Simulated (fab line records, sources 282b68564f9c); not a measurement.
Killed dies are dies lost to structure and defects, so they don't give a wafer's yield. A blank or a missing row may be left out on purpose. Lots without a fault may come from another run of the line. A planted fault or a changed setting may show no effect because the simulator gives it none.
Which tool did it? | flow rit_cmos | 14 lots, 42 wafers sampled, at 1 step of a route of 202

WHAT THE GAUGES READ, wafer by wafer
The record holds no reading of a measuring or inspecting step that can be judged against a usual standard deviation.

WHICH TOOL RAN EACH LOT (tool, then ch and the chambers of the sampled wafers, then the start)
lot  | RIT_PRETRO_IMPLANT_08
L897 | implanter-02 ch 0, day 2 19:51
L898 | implanter-03 ch 0, day 3 00:52
L900 | implanter-03 ch 0, day 3 11:26
L901 | implanter-03 ch 0, day 3 15:30
L902 | implanter-03 ch 0, day 3 20:39
L904 | implanter-04 ch 0, day 4 09:47
L908 | implanter-04 ch 0, day 5 04:43
L909 | implanter-02 ch 0, day 5 14:16
L911 | implanter-04 ch 0, day 5 20:39
L912 | implanter-04 ch 0, day 6 05:51
L913 | implanter-02 ch 0, day 6 06:59
L914 | implanter-02 ch 0, day 6 14:10
L915 | implanter-03 ch 0, day 7 03:56
L918 | implanter-03 ch 0, day 7 17:41
- RIT_PRETRO_IMPLANT_08

WHAT THE TOOLS THEMSELVES READ (means of the sampled wafers that have a number; where no wafer has one, the mark that the record gives instead)
RIT_PRETRO_IMPLANT_08.
lot  | tool         | beam_energy_keV | beam_on_s (s) | end_station_pressure_torr (Torr)
L897 | implanter-02 | 45.021          | 10.22         | 5e-06
L898 | implanter-03 | 44.995          | 9.91          | 5e-06
L900 | implanter-03 | 45.015          | 9.72          | 5e-06
L901 | implanter-03 | 50.316          | 10.10         | 5e-06
L902 | implanter-03 | 50.314          | 9.89          | 5e-06
L904 | implanter-04 | 44.986          | 10.07         | 5e-06
L908 | implanter-04 | 44.992          | 9.96          | 5e-06
L909 | implanter-02 | 44.999          | 9.86          | 5e-06
L911 | implanter-04 | 45.024          | 10.12         | 5e-06
L912 | implanter-04 | 45.029          | 9.93          | 5e-06
L913 | implanter-02 | 45.018          | 10.16         | 5e-06
L914 | implanter-02 | 44.990          | 10.12         | 5e-06
L915 | implanter-03 | 44.995          | 9.80          | 5e-06
L918 | implanter-03 | 44.992          | 10.08         | 5e-06

THE ANSWER, worked out from the rows above alone
Rule: what is usual is taken from the lots themselves. Put in order of their means at a reading, lots are off if they are a third of the lots or fewer, leave a main group of 4 or more, and stand apart from it by a gap of 3 or more times the standard deviation of the main group's means; of several such gaps the widest counts. A main group whose means are all the same, to the digits that the tables above print for the reading, isn't used. A lot without any number at a reading at which 4 lots or more have one is off too. The other lots that the step has rows for count as sound. The gauges are gone through in route order, then the tools' own readings, and for those a lot's mean is taken as printed above. The first step at which some lot is off is used, and at that step the reading that is off furthest; a lot without a number counts as furthest.
Off: L901, L902, at RIT_PRETRO_IMPLANT_08 (beam_energy_keV). The main group: mean 45.005, standard deviation 0.015.
A tool fits if, at that step or a process step before it, it ran every lot that is off, and no sound lot after the first of them. None of those tried fits.

WHAT THE SIMULATOR HAD PUT IN
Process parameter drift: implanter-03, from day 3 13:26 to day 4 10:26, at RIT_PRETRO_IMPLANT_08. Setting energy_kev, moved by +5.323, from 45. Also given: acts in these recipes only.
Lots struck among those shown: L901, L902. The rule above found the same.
